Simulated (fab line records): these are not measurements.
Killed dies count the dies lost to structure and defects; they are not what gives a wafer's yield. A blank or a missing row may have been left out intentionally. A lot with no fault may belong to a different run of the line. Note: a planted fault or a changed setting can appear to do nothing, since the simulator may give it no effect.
Which of the tools did it? / flow berkeleyCmos170 / 13 lots with 39 wafers sampled at 6 steps, on a route of 331 steps

## WHAT EACH GAUGE READ, for each wafer
UCB170_PWELL_THK_MEAS_03. Usual: PWELL_OXIDE_THK typically reads 26.2 nm, with standard deviation 0.43.
lot=L853; measured=day 3 03:11; on=filmMetro-02; PWELL_OXIDE_THK (nm)=25.5 26.3 26.1; flag=
lot=L854; measured=day 3 03:12; on=filmMetro-04; PWELL_OXIDE_THK (nm)=26.7 26.5 26.9; flag=
lot=L852; measured=day 3 03:14; on=filmMetro-02; PWELL_OXIDE_THK (nm)=25.8 25.4 25.9; flag=
lot=L855; measured=day 3 17:14; on=filmMetro-04; PWELL_OXIDE_THK (nm)=25.8 25.3 25.5; flag=
lot=L856; measured=day 3 17:14; on=filmMetro-03; PWELL_OXIDE_THK (nm)=26.6 26.6 26.6; flag=
lot=L857; measured=day 3 23:06; on=filmMetro-04; PWELL_OXIDE_THK (nm)=25.9 25.7 25.9; flag=
lot=L863; measured=day 5 10:52; on=filmMetro-02; PWELL_OXIDE_THK (nm)=26.5 26.8 26.4; flag=
lot=L864; measured=day 5 10:54; on=filmMetro-03; PWELL_OXIDE_THK (nm)=26.0 25.7 26.1; flag=
lot=L871; measured=day 7 03:02; on=filmMetro-04; PWELL_OXIDE_THK (nm)=25.9 26.2 26.0; flag=
lot=L872; measured=day 7 09:05; on=filmMetro-04; PWELL_OXIDE_THK (nm)=26.5 26.3 26.3; flag=
lot=L873; measured=day 7 09:05; on=filmMetro-03; PWELL_OXIDE_THK (nm)=26.2 26.1 26.1; flag=
lot=L874; measured=day 7 09:05; on=filmMetro-02; PWELL_OXIDE_THK (nm)=26.4 26.4 26.1; flag=
lot=L875; measured=day 8 02:55; on=filmMetro-02; PWELL_OXIDE_THK (nm)=26.3 25.8 26.2; flag=

UCB170_PWELL_OVL_MEAS_13. Usual: PWELL_OVL typically reads -2 nm, with standard deviation 5.9.
lot=L853; measured=day 3 14:17; on=overlay-02; PWELL_OVL (nm)=-5 -5 -11; flag=
lot=L854; measured=day 3 14:23; on=overlay-01; PWELL_OVL (nm)=3 -4 3; flag=
lot=L852; measured=day 3 14:14; on=overlay-01; PWELL_OVL (nm)=-6 -7 -6; flag=
lot=L855; measured=day 4 05:23; on=overlay-02; PWELL_OVL (nm)=-4 3 -6; flag=
lot=L856; measured=day 4 05:08; on=overlay-01; PWELL_OVL (nm)=-7 -1 -6; flag=
lot=L857; measured=day 4 13:03; on=overlay-01; PWELL_OVL (nm)=-15 -11 -10; flag=
lot=L863; measured=day 5 19:40; on=overlay-02; PWELL_OVL (nm)=-8 -4 2; flag=
lot=L864; measured=day 5 19:26; on=overlay-01; PWELL_OVL (nm)=0 4 1; flag=
lot=L871; measured=day 7 12:23; on=overlay-02; PWELL_OVL (nm)=-5 -3 -2; flag=
lot=L872; measured=day 7 20:58; on=overlay-02; PWELL_OVL (nm)=-13 -3 -4; flag=
lot=L873; measured=day 7 21:15; on=overlay-02; PWELL_OVL (nm)=7 17 2; flag=
lot=L874; measured=day 7 21:26; on=overlay-02; PWELL_OVL (nm)=2 -2 0; flag=
lot=L875; measured=day 8 13:06; on=overlay-02; PWELL_OVL (nm)=-3 -8 -3; flag=

UCB170_GATE_THK_MEAS_05. Usual: GATE_POLY_THK typically reads 213.4 nm, with standard deviation 2.1.
lot=L853; measured=day 7 09:08; on=filmMetro-02; GATE_POLY_THK (nm)=211.0 211.2 211.6; flag=
lot=L854; measured=day 7 09:08; on=filmMetro-03; GATE_POLY_THK (nm)=216.6 216.3 215.9; flag=
lot=L852; measured=day 7 09:07; on=filmMetro-01; GATE_POLY_THK (nm)=211.5 211.2 211.3; flag=
lot=L855; measured=day 8 01:55; on=filmMetro-02; GATE_POLY_THK (nm)=214.1 214.0 214.2; flag=
lot=L856; measured=day 8 01:55; on=filmMetro-01; GATE_POLY_THK (nm)=214.1 214.3 216.7; flag=
lot=L857; measured=day 8 12:49; on=filmMetro-02; GATE_POLY_THK (nm)=160.0 160.7 159.3 159.9 160.9 159.2; flag=OFF
lot=L863; measured=day 9 19:46; on=filmMetro-03; GATE_POLY_THK (nm)=217.8 216.2 217.7; flag=
lot=L864; measured=day 9 19:51; on=filmMetro-03; GATE_POLY_THK (nm)=214.3 212.1 213.8; flag=
lot=L871; measured=day 12 05:12; on=filmMetro-01; GATE_POLY_THK (nm)=214.2 213.6 215.0; flag=
lot=L872; measured=day 12 05:16; on=filmMetro-03; GATE_POLY_THK (nm)=213.6 211.7 212.3; flag=
lot=L873; measured=day 12 05:13; on=filmMetro-02; GATE_POLY_THK (nm)=212.7 213.9 214.0; flag=
lot=L874; measured=day 12 05:13; on=filmMetro-03; GATE_POLY_THK (nm)=216.2 213.4 215.6; flag=
lot=L875; measured=day 13 02:58; on=filmMetro-01; GATE_POLY_THK (nm)=209.2 209.7 207.6; flag=

UCB170_PLDD_CD_MEAS_06 targets a cd of 1200 nm. Usual: cdNm 1199.5 nm, standard deviation 1.6.
lot=L853; measured=day 7 12:06; on=cdSem-02; cdNm (nm)=1198.9 1198.6 1197.6; flag=
lot=L854; measured=day 7 12:12; on=cdSem-01; cdNm (nm)=1199.0 1199.8 1199.8; flag=
lot=L852; measured=day 7 11:55; on=cdSem-01; cdNm (nm)=1197.3 1198.2 1198.2; flag=
lot=L855; measured=day 8 05:34; on=cdSem-02; cdNm (nm)=1200.9 1201.4 1200.4; flag=
lot=L856; measured=day 8 05:55; on=cdSem-02; cdNm (nm)=1200.1 1200.6 1200.6; flag=
lot=L857; measured=day 8 23:57; on=cdSem-01; cdNm (nm)=1200.3 1201.3 1200.7; flag=
lot=L863; measured=day 9 22:47; on=cdSem-02; cdNm (nm)=1198.5 1197.7 1197.2; flag=
lot=L864; measured=day 9 23:57; on=cdSem-02; cdNm (nm)=1201.3 1200.6 1200.9; flag=
lot=L871; measured=day 12 09:28; on=cdSem-01; cdNm (nm)=1200.0 1200.6 1201.6; flag=
lot=L872; measured=day 12 09:44; on=cdSem-01; cdNm (nm)=1198.3 1199.2 1198.4; flag=
lot=L873; measured=day 12 08:46; on=cdSem-01; cdNm (nm)=1198.6 1199.0 1198.6; flag=
lot=L874; measured=day 12 08:22; on=cdSem-01; cdNm (nm)=1200.9 1200.3 1200.5; flag=
lot=L875; measured=day 13 06:22; on=cdSem-02; cdNm (nm)=1202.0 1201.2 1200.5; flag=

## WHICH TOOL RAN EACH LOT (tool, then ch and the chambers of the sampled wafers, then the start)
lot=L853; UCB170_GATE_CVD_04=lpcvd-02 ch 1, day 7 07:43; UCB170_GATE_ETCH_15=rieSi-02 ch 0,2, day 7 10:43
lot=L854; UCB170_GATE_CVD_04=lpcvd-02 ch 1, day 7 07:43; UCB170_GATE_ETCH_15=rieSi-01 ch 0,1,3, day 7 10:50
lot=L852; UCB170_GATE_CVD_04=lpcvd-02 ch 0, day 7 07:43; UCB170_GATE_ETCH_15=rieSi-01 ch 1,3, day 7 10:33
lot=L855; UCB170_GATE_CVD_04=lpcvd-01 ch 0, day 8 00:31; UCB170_GATE_ETCH_15=rieSi-02 ch 1,2,3, day 8 03:38
lot=L856; UCB170_GATE_CVD_04=lpcvd-01 ch 1, day 8 00:31; UCB170_GATE_ETCH_15=rieSi-01 ch 1,3, day 8 03:53
lot=L857; UCB170_GATE_CVD_04=lpcvd-01 ch 0, day 8 11:25; UCB170_GATE_ETCH_15=rieSi-01 ch 1,3, day 8 22:00
lot=L863; UCB170_GATE_CVD_04=lpcvd-02 ch 1, day 9 17:40; UCB170_GATE_ETCH_15=rieSi-02 ch 0,1, day 9 21:06
lot=L864; UCB170_GATE_CVD_04=lpcvd-02 ch 0, day 9 17:40; UCB170_GATE_ETCH_15=rieSi-01 ch 2,3, day 9 21:38
lot=L871; UCB170_GATE_CVD_04=lpcvd-01 ch 1, day 12 03:47; UCB170_GATE_ETCH_15=rieSi-02 ch 1,2,3, day 12 07:13
lot=L872; UCB170_GATE_CVD_04=lpcvd-01 ch 1, day 12 03:47; UCB170_GATE_ETCH_15=rieSi-01 ch 1,3, day 12 07:41
lot=L873; UCB170_GATE_CVD_04=lpcvd-01 ch 0, day 12 03:47; UCB170_GATE_ETCH_15=rieSi-01 ch 2,3, day 12 06:58
lot=L874; UCB170_GATE_CVD_04=lpcvd-01 ch 1, day 12 03:47; UCB170_GATE_ETCH_15=rieSi-02 ch 0,3, day 12 06:37
lot=L875; UCB170_GATE_CVD_04=lpcvd-01 ch 1, day 13 01:30; UCB170_GATE_ETCH_15=rieSi-02 ch 0,1, day 13 04:45
- UCB170_GATE_CVD_04: deposits poly-Si from SiH4, time 1440 s, target thk 214 nm.
- UCB170_GATE_ETCH_15: etches poly-Si in HBr/Cl2, stops on SiO2, time 56.3 s, target depth 278.2 nm.

## WHAT THE TOOLS THEMSELVES READ (means of the sampled wafers that have a number; where no wafer has one, the mark that the record gives instead)
UCB170_GATE_CVD_04. Usual: spikeTcCentreC 612.8 C, standard deviation 1.3; spikeTcLoadC 630.1 C, standard deviation 1.5; susceptorTempC 610.02 C, standard deviation 0.3.
lot=L853; tool=lpcvd-02; spikeTcCentreC (C)=613.8; spikeTcLoadC (C)=630.1; susceptorTempC (C)=609.75; flag=
lot=L854; tool=lpcvd-02; spikeTcCentreC (C)=612.1; spikeTcLoadC (C)=630.4; susceptorTempC (C)=609.82; flag=
lot=L852; tool=lpcvd-02; spikeTcCentreC (C)=611.7; spikeTcLoadC (C)=632.0; susceptorTempC (C)=610.20; flag=
lot=L855; tool=lpcvd-01; spikeTcCentreC (C)=613.2; spikeTcLoadC (C)=628.0; susceptorTempC (C)=609.69; flag=
lot=L856; tool=lpcvd-01; spikeTcCentreC (C)=613.4; spikeTcLoadC (C)=630.8; susceptorTempC (C)=610.28; flag=
lot=L857; tool=lpcvd-01; spikeTcCentreC (C)=600.6; spikeTcLoadC (C)=616.5; susceptorTempC (C)=598.22; flag=OFF
lot=L863; tool=lpcvd-02; spikeTcCentreC (C)=611.8; spikeTcLoadC (C)=631.2; susceptorTempC (C)=610.09; flag=
lot=L864; tool=lpcvd-02; spikeTcCentreC (C)=612.4; spikeTcLoadC (C)=631.8; susceptorTempC (C)=610.07; flag=
lot=L871; tool=lpcvd-01; spikeTcCentreC (C)=614.5; spikeTcLoadC (C)=630.6; susceptorTempC (C)=610.46; flag=
lot=L872; tool=lpcvd-01; spikeTcCentreC (C)=613.3; spikeTcLoadC (C)=630.3; susceptorTempC (C)=609.86; flag=
lot=L873; tool=lpcvd-01; spikeTcCentreC (C)=613.8; spikeTcLoadC (C)=627.6; susceptorTempC (C)=609.86; flag=
lot=L874; tool=lpcvd-01; spikeTcCentreC (C)=613.1; spikeTcLoadC (C)=630.7; susceptorTempC (C)=610.03; flag=
lot=L875; tool=lpcvd-01; spikeTcCentreC (C)=612.9; spikeTcLoadC (C)=630.6; susceptorTempC (C)=609.71; flag=

UCB170_GATE_ETCH_15. Usual: drypumpMotorCurrentA 5.52 A, standard deviation 0.29; oesProductAu 0.826 a.u., standard deviation 0.016; throttleValvePct 26.25 %, standard deviation 0.2.
lot=L853; tool=rieSi-02; drypumpMotorCurrentA (A)=5.30; oesProductAu (a.u.)=0.827; throttleValvePct (%)=26.34; flag=
lot=L854; tool=rieSi-01; drypumpMotorCurrentA (A)=5.31; oesProductAu (a.u.)=0.822; throttleValvePct (%)=26.15; flag=
lot=L852; tool=rieSi-01; drypumpMotorCurrentA (A)=5.42; oesProductAu (a.u.)=0.814; throttleValvePct (%)=26.13; flag=
lot=L855; tool=rieSi-02; drypumpMotorCurrentA (A)=5.51; oesProductAu (a.u.)=0.832; throttleValvePct (%)=26.16; flag=
lot=L856; tool=rieSi-01; drypumpMotorCurrentA (A)=5.44; oesProductAu (a.u.)=0.821; throttleValvePct (%)=26.14; flag=
lot=L857; tool=rieSi-01; drypumpMotorCurrentA (A)=5.44; oesProductAu (a.u.)=0.700; throttleValvePct (%)=26.21; flag=OFF
lot=L863; tool=rieSi-02; drypumpMotorCurrentA (A)=5.83; oesProductAu (a.u.)=0.836; throttleValvePct (%)=26.20; flag=
lot=L864; tool=rieSi-01; drypumpMotorCurrentA (A)=5.68; oesProductAu (a.u.)=0.843; throttleValvePct (%)=26.40; flag=
lot=L871; tool=rieSi-02; drypumpMotorCurrentA (A)=5.51; oesProductAu (a.u.)=0.832; throttleValvePct (%)=26.09; flag=
lot=L872; tool=rieSi-01; drypumpMotorCurrentA (A)=5.43; oesProductAu (a.u.)=0.818; throttleValvePct (%)=26.13; flag=
lot=L873; tool=rieSi-01; drypumpMotorCurrentA (A)=5.57; oesProductAu (a.u.)=0.847; throttleValvePct (%)=26.34; flag=
lot=L874; tool=rieSi-02; drypumpMotorCurrentA (A)=5.53; oesProductAu (a.u.)=0.825; throttleValvePct (%)=26.35; flag=
lot=L875; tool=rieSi-02; drypumpMotorCurrentA (A)=5.74; oesProductAu (a.u.)=0.810; throttleValvePct (%)=26.40; flag=

## THE ANSWER, worked out from the rows above alone
Rule: a lot counts as off when the mean over its wafers that have a number is more than 3 standard deviations away from the usual mean. Also off: a lot with no number at a reading for which 4 or more lots have one. Any other lot the step has rows for is counted as sound. Order of review: gauges by route order, followed by the tools' own readings, for which a lot's mean as printed above is used. The first step at which some lot is off is used, and at that step the reading that is off furthest; a lot without a number counts as furthest.
Off: at UCB170_GATE_THK_MEAS_05 (GATE_POLY_THK), L857.
If a tool, at a process step before that reading, ran all the lots that are off and no sound lot after the first of them, it fits. The gauges at UCB170_GATE_THK_MEAS_05 aren't tried: what is off there is off at UCB170_GATE_CVD_04 too, on other tools, and a gauge's error can't cause that. None of those tried fits.

## WHAT WAS PUT IN BY THE SIMULATOR
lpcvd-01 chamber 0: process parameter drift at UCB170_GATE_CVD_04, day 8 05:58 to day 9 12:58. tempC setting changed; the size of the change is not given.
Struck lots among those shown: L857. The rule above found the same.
